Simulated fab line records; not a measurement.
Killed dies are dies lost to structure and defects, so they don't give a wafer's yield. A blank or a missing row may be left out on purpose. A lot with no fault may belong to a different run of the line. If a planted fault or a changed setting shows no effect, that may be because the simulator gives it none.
The tool behind it: which one? -- flow ritCmos -- 15 lots with 45 wafers sampled at 3 steps, on a route of 202 steps

WHAT THE GAUGES READ, wafer by wafer
RIT_ACTIVE_BOW_MEAS_00. Usual: for INCOMING_BOW the level is 1 um and the standard deviation is 7.1.
lot,measured,on,INCOMING_BOW (um),flag
L395,day 1 10:04,filmMetro-04,-4 1 3,
L397,day 1 20:01,filmMetro-01,-2 -3 -3,
L398,day 2 01:02,filmMetro-04,2 -2 12,
L399,day 2 06:01,filmMetro-04,1 -4 13,
L400,day 2 11:01,filmMetro-01,9 -6 5,
L401,day 2 16:01,filmMetro-02,7 2 10,
L402,day 2 21:02,filmMetro-02,1 -8 -7,
L407,day 3 22:00,filmMetro-01,-11 -13 5,
L408,day 4 03:01,filmMetro-04,11 -4 0,
L409,day 4 08:00,filmMetro-01,4 -6 6,
L410,day 4 13:02,filmMetro-01,-14 14 -3,
L412,day 4 23:00,filmMetro-01,-3 -7 8,
L413,day 5 04:01,filmMetro-02,-11 1 13,
L417,day 6 00:01,filmMetro-02,4 5 -9,
L418,day 6 05:00,filmMetro-04,1 -12 -1,

RIT_M1_OVL_MEAS_10. Usual: for M1_OVL the level is -0.2 nm and the standard deviation is 1.1.
lot,measured,on,M1_OVL (nm),flag
L395,day 3 12:13,overlay-02,1.2 -1.0 0.8,
L397,day 4 03:33,overlay-01,1.4 -0.2 0.5,
L398,day 4 03:25,overlay-01,-2.2 -0.3 -0.7,
L399,day 4 07:08,overlay-01,2.0 0.4 0.5,
L400,day 4 17:34,overlay-02,-1.4 -0.2 0.9,
L401,day 4 15:47,overlay-02,-1.2 -0.6 0.0,
L402,day 4 21:16,overlay-02,-2.0 -1.4 -1.2,
L407,day 5 22:45,overlay-02,-1.1 -0.8 -2.2,
L408,day 6 01:00,overlay-02,-0.1 1.9 1.3,
L409,day 6 06:48,overlay-01,0.6 0.8 0.0,
L410,day 6 10:07,overlay-02,-0.2 0.0 -0.2,
L412,day 6 23:24,overlay-01,-0.5 0.0 0.4,
L413,day 7 02:38,overlay-01,0.3 -1.0 0.2,
L417,day 8 02:05,overlay-02,1.3 -0.6 0.3,
L418,day 8 03:26,overlay-01,0.6 0.7 0.6,

TOOL THAT RAN EACH LOT (tool first, then ch and the chambers of the sampled wafers, then the start)
lot,RIT_GATE_CLEAN_04
L395,"wetBench-02 ch 3, day 2 10:09"
L397,"wetBench-02 ch 2, day 3 02:50"
L398,"wetBench-04 ch 2, day 3 03:26"
L399,"wetBench-04 ch 0, day 3 08:23"
L400,"wetBench-03 ch 1, day 3 14:38"
L401,"wetBench-04 ch 2, day 3 15:02"
L402,"wetBench-03 ch 0, day 3 20:08"
L407,"wetBench-03 ch 0, day 4 22:41"
L408,"wetBench-03 ch 1, day 5 01:53"
L409,"wetBench-03 ch 1, day 5 07:38"
L410,"wetBench-02 ch 0, day 5 12:26"
L412,"wetBench-02 ch 3, day 5 22:09"
L413,"wetBench-02 ch 1, day 6 02:50"
L417,"wetBench-02 ch 0, day 7 03:23"
L418,"wetBench-04 ch 1, day 7 04:47"
- RIT_GATE_CLEAN_04: cleans in dHF, time 60 s.

WHAT THE TOOLS THEMSELVES READ (means of the sampled wafers that have a number; where no wafer has one, the mark that the record gives instead)
The record holds no such reading with a usual standard deviation.

THE ANSWER, worked out from the rows above alone
Rule: a lot is off if the mean of its wafers that have a number lies more than 3 standard deviations from the usual mean. Also off: a lot with no number at a reading for which 4 or more lots have one. The other lots that the step has rows for count as sound. The gauges are gone through in route order, then the tools' own readings, and for those a lot's mean is taken as printed above. The first step at which some lot is off is used, and at that step the reading that is off furthest; a lot without a number counts as furthest.
Nothing can be told from this: no lot is off at any reading shown.

WHAT THE SIMULATOR HAD INSERTED
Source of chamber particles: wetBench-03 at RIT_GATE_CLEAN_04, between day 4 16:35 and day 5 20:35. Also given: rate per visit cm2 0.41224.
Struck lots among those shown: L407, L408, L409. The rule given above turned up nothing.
